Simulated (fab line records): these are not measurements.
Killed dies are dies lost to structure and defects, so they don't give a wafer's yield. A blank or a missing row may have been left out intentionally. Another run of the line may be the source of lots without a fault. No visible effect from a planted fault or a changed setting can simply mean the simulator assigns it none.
Matching of chambers -- flow berkeleyCmos170 -- 4 sister chambers for UCB170_GATE_ETCH_14 on rieDiel-04
The step etches BARC in N2/H2. 14 wafers are shown with their chamber, then 7 later ones without.

== WAFERS PAIRED WITH THEIR CHAMBERS ==
wafer,chamber,throttleValvePct (%),drypumpMotorCurrentA (A),oesProductAu (a.u.)
L750.3,2,13.03,5.9,0.979
L750.4,3,13.25,6.1,0.965
L750.6,0,13.43,5.4,0.992
L754.1,0,13.43,5.4,0.990
L754.3,2,13.02,5.9,0.984
L754.5,2,13.04,6.0,0.977
L756.2,1,13.51,5.0,1.011
L756.4,2,13.03,5.9,0.981
L756.6,3,13.27,6.0,0.977
L758.1,2,13.04,6.0,0.999
L758.2,3,13.26,6.0,0.971
L758.5,3,13.25,6.0,0.983
L762.2,2,13.03,5.9,0.992
L762.3,0,13.44,5.4,1.001

SIGNATURES (means of the wafers above)
reading,chamber 0,chamber 1,chamber 2,chamber 3,scatter within a chamber
throttleValvePct,13.4333,13.5100,13.0317,13.2575,0.00791
drypumpMotorCurrentA,5.400,5.000,5.933,6.025,0.0456
oesProductAu,0.99433,1.01100,0.98533,0.97400,0.00781
Rule: a wafer's distance from a chamber is the root of the sum, over the readings, of the square of ((its reading less the chamber's mean) divided by the reading's scatter). The wafer belongs to the nearest chamber; if the next one is less than 2 further off, it can't be placed. The scatter: the root of (the sum of the squares of (reading less its chamber's mean) over the shown wafers, divided by (wafers less chambers)).

== WAFERS WHOSE CHAMBER IS MISSING ==
wafer,throttleValvePct (%),drypumpMotorCurrentA (A),oesProductAu (a.u.)
L762.6,13.42,5.4,0.998
L768.4,13.51,5.1,1.006
L768.5,13.44,5.4,1.012
L768.6,13.03,6.0,0.992
L770.1,13.43,5.4,1.002
L770.2,13.50,5.1,0.993
L770.6,13.44,5.4,1.006

== CHAMBER TAKEN BY EACH ==
wafer,from the rows above,in truth
L762.6,0,0
L768.4,1,1
L768.5,0,0
L768.6,2,2
L770.1,0,0
L770.2,1,1
L770.6,0,0
Correctly placed: 7 of 7. Can't be placed from these rows: 0. Placed wrongly: 0.
